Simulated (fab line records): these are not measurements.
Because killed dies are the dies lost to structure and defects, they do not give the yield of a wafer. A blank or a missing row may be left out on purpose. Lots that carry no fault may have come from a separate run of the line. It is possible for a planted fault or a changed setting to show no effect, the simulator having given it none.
Which tool was responsible? + flow berkeley-cmos170 + 42 wafers from 14 lots sampled at 7 of the route's 331 steps

## WHAT THE GAUGES READ, wafer by wafer
UCB170_M1_RS_MEAS_01: the measuring method here is four-point-probe. Usual: M1_AL_RS typically reads 0.0485 ohm/sq, with standard deviation 0.00039.
| lot  | measured     | on            | M1_AL_RS (ohm/sq)    | flag |
|------|--------------|---------------|----------------------|------|
| L571 | day 7 09:19  | film-metro-02 | 0.0491 0.0492 0.0493 |      |
| L574 | day 7 22:04  | film-metro-04 | 0.0485 0.0486 0.0489 |      |
| L573 | day 7 22:19  | film-metro-03 | 0.0485 0.0487 0.0483 |      |
| L572 | day 8 00:47  | film-metro-02 | 0.0486 0.0486 0.0490 |      |
| L576 | day 8 05:11  | film-metro-04 | 0.0490 0.0490 0.0492 |      |
| L580 | day 8 12:19  | film-metro-03 | 0.0486 0.0487 0.0485 |      |
| L578 | day 8 12:15  | film-metro-02 | 0.0486 0.0481 0.0485 |      |
| L581 | day 9 09:30  | film-metro-02 | 0.0481 0.0479 0.0479 |      |
| L587 | day 10 11:14 | film-metro-02 | 0.0427 0.0426 0.0428 | OFF  |
| L589 | day 10 20:46 | film-metro-03 | 0.0483 0.0486 0.0489 |      |
| L590 | day 10 23:16 | film-metro-03 | 0.0484 0.0488 0.0485 |      |
| L588 | day 10 23:29 | film-metro-04 | 0.0427 0.0430 0.0426 | OFF  |
| L592 | day 11 13:25 | film-metro-02 | 0.0481 0.0478 0.0484 |      |
| L593 | day 11 22:03 | film-metro-02 | 0.0483 0.0486 0.0483 |      |

UCB170_M1_THK_MEAS_02: measures by xrf. Usual: M1_AL_THK typically reads 586 nm, with standard deviation 5.1.
| lot  | measured     | on            | M1_AL_THK (nm) | flag |
|------|--------------|---------------|----------------|------|
| L571 | day 7 09:26  | film-metro-02 | 582 577 576    |      |
| L574 | day 7 22:10  | film-metro-04 | 582 576 578    |      |
| L573 | day 7 22:25  | film-metro-03 | 589 591 590    |      |
| L572 | day 8 00:53  | film-metro-02 | 583 586 583    |      |
| L576 | day 8 05:18  | film-metro-04 | 582 582 579    |      |
| L580 | day 8 12:24  | film-metro-03 | 586 585 589    |      |
| L578 | day 8 12:22  | film-metro-02 | 586 595 587    |      |
| L581 | day 9 09:37  | film-metro-02 | 590 596 592    |      |
| L587 | day 10 11:20 | film-metro-02 | 664 663 658    | OFF  |
| L589 | day 10 20:52 | film-metro-03 | 585 585 581    |      |
| L590 | day 10 23:23 | film-metro-03 | 586 585 584    |      |
| L588 | day 10 23:35 | film-metro-04 | 662 654 660    | OFF  |
| L592 | day 11 13:32 | film-metro-02 | 588 592 587    |      |
| L593 | day 11 22:10 | film-metro-02 | 585 585 589    |      |

UCB170_V1_THK_MEAS_04. Usual: V1_POLISHED_THK typically reads 999.6 nm, with standard deviation 1.1.
| lot  | measured     | on            | V1_POLISHED_THK (nm) | flag |
|------|--------------|---------------|----------------------|------|
| L571 | day 7 15:10  | film-metro-01 | 999.9 1001.4 1001.2  |      |
| L574 | day 8 03:10  | film-metro-01 | 997.9 1000.1 998.4   |      |
| L573 | day 8 03:08  | film-metro-03 | 1000.3 1000.0 998.5  |      |
| L572 | day 8 06:32  | film-metro-04 | 998.1 998.3 1000.1   |      |
| L576 | day 8 12:11  | film-metro-04 | 1001.3 999.8 1001.3  |      |
| L580 | day 8 21:22  | film-metro-04 | 999.3 1000.9 1001.0  |      |
| L578 | day 8 21:02  | film-metro-04 | 998.5 998.3 999.4    |      |
| L581 | day 9 15:05  | film-metro-01 | 999.1 998.1 998.9    |      |
| L587 | day 10 20:45 | film-metro-04 | 998.6 1000.9 999.8   |      |
| L589 | day 11 04:15 | film-metro-04 | 1000.2 1000.1 998.2  |      |
| L590 | day 11 04:14 | film-metro-03 | 1001.5 998.8 999.5   |      |
| L588 | day 11 04:34 | film-metro-01 | 998.0 997.3 998.9    |      |
| L592 | day 11 20:42 | film-metro-04 | 1001.8 999.7 1000.3  |      |
| L593 | day 12 04:46 | film-metro-01 | 1000.7 999.0 999.7   |      |

UCB170_V1_CD_MEAS_12: the cd target is 700 nm. Usual: cd-nm at 700.1 nm, with a standard deviation of 1.5.
| lot  | measured     | on        | cd-nm (nm)        | flag |
|------|--------------|-----------|-------------------|------|
| L571 | day 7 16:17  | cd-sem-01 | 698.4 699.2 699.7 |      |
| L574 | day 8 04:55  | cd-sem-02 | 697.8 700.3 699.2 |      |
| L573 | day 8 05:07  | cd-sem-01 | 697.3 698.3 697.8 |      |
| L572 | day 8 07:56  | cd-sem-01 | 700.8 701.4 701.0 |      |
| L576 | day 8 14:15  | cd-sem-02 | 698.0 699.3 698.3 |      |
| L580 | day 8 23:08  | cd-sem-02 | 699.3 698.7 700.5 |      |
| L578 | day 8 22:49  | cd-sem-02 | 702.6 701.3 702.1 |      |
| L581 | day 9 16:38  | cd-sem-02 | 698.7 698.2 698.9 |      |
| L587 | day 10 22:25 | cd-sem-02 | 701.3 700.0 700.3 |      |
| L589 | day 11 05:57 | cd-sem-01 | 699.7 701.4 700.5 |      |
| L590 | day 11 06:07 | cd-sem-01 | 699.1 698.8 699.0 |      |
| L588 | day 11 06:25 | cd-sem-01 | 699.5 699.4 699.4 |      |
| L592 | day 11 22:11 | cd-sem-02 | 699.8 699.1 699.1 |      |
| L593 | day 12 06:11 | cd-sem-02 | 704.2 702.3 702.0 |      |

## WHAT TOOL EACH LOT RAN ON (gives the tool, then ch and the chambers of the sampled wafers, and finally the start)
| lot  | UCB170_M1_SPUTTER_00         | UCB170_M1_METAL_ETCH_12           | UCB170_V1_CMP_02              |
|------|------------------------------|-----------------------------------|-------------------------------|
| L571 | pvd-sputter-02, day 7 09:16  | rie-metal-04 ch 0,1, day 7 10:44  | cmp-02 ch 1,2,3, day 7 14:45  |
| L574 | pvd-sputter-03, day 7 21:57  | rie-metal-02 ch 0,1, day 8 00:29  | cmp-01 ch 1,2,3, day 8 02:52  |
| L573 | pvd-sputter-04, day 7 22:14  | rie-metal-03 ch 0,1, day 8 00:32  | cmp-02 ch 1,3, day 8 02:43    |
| L572 | pvd-sputter-02, day 8 00:41  | rie-metal-04 ch 0,1, day 8 02:26  | cmp-01 ch 1,2,3, day 8 06:15  |
| L576 | pvd-sputter-04, day 8 05:07  | rie-metal-03 ch 0,1, day 8 06:32  | cmp-01 ch 0,2,3, day 8 11:52  |
| L580 | pvd-sputter-03, day 8 12:08  | rie-metal-02 ch 0,1, day 8 14:08  | cmp-01 ch 0,2,3, day 8 21:01  |
| L578 | pvd-sputter-02, day 8 12:11  | rie-metal-03 ch 1, day 8 14:34    | cmp-02 ch 1,2,3, day 8 20:40  |
| L581 | pvd-sputter-04, day 9 09:25  | rie-metal-03 ch 0, day 9 11:14    | cmp-01 ch 0,2,3, day 9 14:42  |
| L587 | pvd-sputter-02, day 10 11:07 | rie-metal-02 ch 0,1, day 10 13:38 | cmp-01 ch 1,2,3, day 10 20:27 |
| L589 | pvd-sputter-03, day 10 20:41 | rie-metal-02 ch 0,1, day 10 22:00 | cmp-01 ch 0,2,3, day 11 03:49 |
| L590 | pvd-sputter-04, day 10 23:12 | rie-metal-04 ch 0,1, day 11 00:57 | cmp-02 ch 0,2,3, day 11 03:49 |
| L588 | pvd-sputter-02, day 10 23:23 | rie-metal-02 ch 0,1, day 11 01:07 | cmp-01 ch 1,2, day 11 04:10   |
| L592 | pvd-sputter-04, day 11 13:21 | rie-metal-02 ch 0,1, day 11 15:47 | cmp-02 ch 0,2,3, day 11 20:17 |
| L593 | pvd-sputter-03, day 11 21:59 | rie-metal-04 ch 0,1, day 11 23:16 | cmp-01 ch 0,1, day 12 04:24   |
- UCB170_M1_SPUTTER_00: material Al, target thk 600 nm, time 80 s.
- UCB170_M1_METAL_ETCH_12: etches Al in Cl2/BCl3, stops on PSG, target depth 780 nm, time 130 s.
- UCB170_V1_CMP_02: polishes SiO2.

## WHAT THE TOOLS THEMSELVES READ (means of the sampled wafers that have a number; where no wafer has one, the mark that the record gives instead)
UCB170_M1_SPUTTER_00. Usual: throttle-valve-pct at 30.1 %, with a standard deviation of 0.86.
| lot  | tool           | throttle-valve-pct (%) | flag |
|------|----------------|------------------------|------|
| L571 | pvd-sputter-02 | 30.3                   |      |
| L574 | pvd-sputter-03 | 30.0                   |      |
| L573 | pvd-sputter-04 | 28.9                   |      |
| L572 | pvd-sputter-02 | 30.9                   |      |
| L576 | pvd-sputter-04 | 28.8                   |      |
| L580 | pvd-sputter-03 | 30.0                   |      |
| L578 | pvd-sputter-02 | 31.0                   |      |
| L581 | pvd-sputter-04 | 30.5                   |      |
| L587 | pvd-sputter-02 | 31.0                   |      |
| L589 | pvd-sputter-03 | 30.3                   |      |
| L590 | pvd-sputter-04 | 28.7                   |      |
| L588 | pvd-sputter-02 | 30.8                   |      |
| L592 | pvd-sputter-04 | 30.0                   |      |
| L593 | pvd-sputter-03 | 30.7                   |      |

UCB170_M1_METAL_ETCH_12. Usual: drypump-motor-current-A 5.5 A, standard deviation 0.52; oes-product-au 0.856 a.u., standard deviation 0.0063; rf-fwd-power-W 597.1 W, standard deviation 2; throttle-valve-pct 24.20 %, standard deviation 0.21.
| lot  | tool         | drypump-motor-current-A (A) | oes-product-au (a.u.) | rf-fwd-power-W (W) | throttle-valve-pct (%) | flag |
|------|--------------|-----------------------------|-----------------------|--------------------|------------------------|------|
| L571 | rie-metal-04 | 5.3                         | 0.850                 | 597.4              | 24.19                  |      |
| L574 | rie-metal-02 | 5.9                         | 0.852                 | 594.5              | 24.09                  |      |
| L573 | rie-metal-03 | 5.4                         | 0.858                 | 598.8              | 24.37                  |      |
| L572 | rie-metal-04 | 5.3                         | 0.856                 | 599.4              | 24.18                  |      |
| L576 | rie-metal-03 | 5.3                         | 0.850                 | 598.6              | 24.22                  |      |
| L580 | rie-metal-02 | 5.9                         | 0.854                 | 595.9              | 24.09                  |      |
| L578 | rie-metal-03 | 5.6                         | 0.861                 | 598.0              | 24.50                  |      |
| L581 | rie-metal-03 | 5.1                         | 0.862                 | 599.7              | 24.07                  |      |
| L587 | rie-metal-02 | 5.9                         | 0.923                 | 597.2              | 24.07                  | OFF  |
| L589 | rie-metal-02 | 5.9                         | 0.858                 | 595.7              | 24.10                  |      |
| L590 | rie-metal-04 | 5.5                         | 0.857                 | 597.8              | 24.35                  |      |
| L588 | rie-metal-02 | 5.9                         | 0.921                 | 596.5              | 24.08                  | OFF  |
| L592 | rie-metal-02 | 5.4                         | 0.860                 | 594.7              | 24.10                  |      |
| L593 | rie-metal-04 | 5.5                         | 0.857                 | 598.3              | 24.36                  |      |

UCB170_V1_CMP_02. Usual: edge-zone-pressure-frac 1.000, standard deviation 0.005; motor-current-A 15.9 A, standard deviation 1.8; slurry-flow-ml-min 149.9, standard deviation 0.48.
| lot  | tool   | edge-zone-pressure-frac | motor-current-A (A) | slurry-flow-ml-min | flag |
|------|--------|-------------------------|---------------------|--------------------|------|
| L571 | cmp-02 | 0.998                   | 14.5                | 149.8              |      |
| L574 | cmp-01 | 0.997                   | 17.4                | 149.4              |      |
| L573 | cmp-02 | 1.000                   | 12.9                | 150.5              |      |
| L572 | cmp-01 | 1.000                   | 17.9                | 149.9              |      |
| L576 | cmp-01 | 0.996                   | 16.7                | 150.1              |      |
| L580 | cmp-01 | 0.997                   | 16.6                | 150.1              |      |
| L578 | cmp-02 | 0.998                   | 14.5                | 149.9              |      |
| L581 | cmp-01 | 0.997                   | 16.3                | 149.8              |      |
| L587 | cmp-01 | 1.003                   | 17.2                | 150.0              |      |
| L589 | cmp-01 | 1.002                   | 16.9                | 149.6              |      |
| L590 | cmp-02 | 1.004                   | 14.7                | 150.2              |      |
| L588 | cmp-01 | 1.003                   | 17.0                | 149.8              |      |
| L592 | cmp-02 | 1.003                   | 14.8                | 150.4              |      |
| L593 | cmp-01 | 1.004                   | 16.5                | 150.1              |      |

## THE ANSWER, worked out from the rows above alone
Rule: a lot counts as off when the mean over its wafers that have a number is more than 3 standard deviations away from the usual mean. A lot without any number at a reading at which 4 lots or more have one is off too. The other lots that the step has rows for count as sound. First the gauges in route order, then the tools' own readings, where a lot's mean is used as printed above. The first step at which some lot is off is used, and at that step the reading that is off furthest; a lot without a number counts as furthest.
Off: at UCB170_M1_RS_MEAS_01 (M1_AL_RS), L587, L588.
If a tool, at a process step before that reading, ran all the lots that are off and no sound lot after the first of them, it fits. Not tried: the gauges at UCB170_M1_RS_MEAS_01; whatever is off there is also off at UCB170_M1_METAL_ETCH_12, on other tools, and gauge error can't account for it. One candidate fits, namely pvd-sputter-02 at UCB170_M1_SPUTTER_00. Its last sound lot is L578 (day 8 12:11), its first lot that is off L587 (day 10 11:07): a fault that began between those two fits.

## WHAT THE SIMULATOR PUT IN
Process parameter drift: pvd-sputter-02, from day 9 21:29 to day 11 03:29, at UCB170_M1_SPUTTER_00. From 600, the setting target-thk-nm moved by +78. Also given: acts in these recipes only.
Struck lots among those shown: L587, L588. This agrees with what the rule above found.
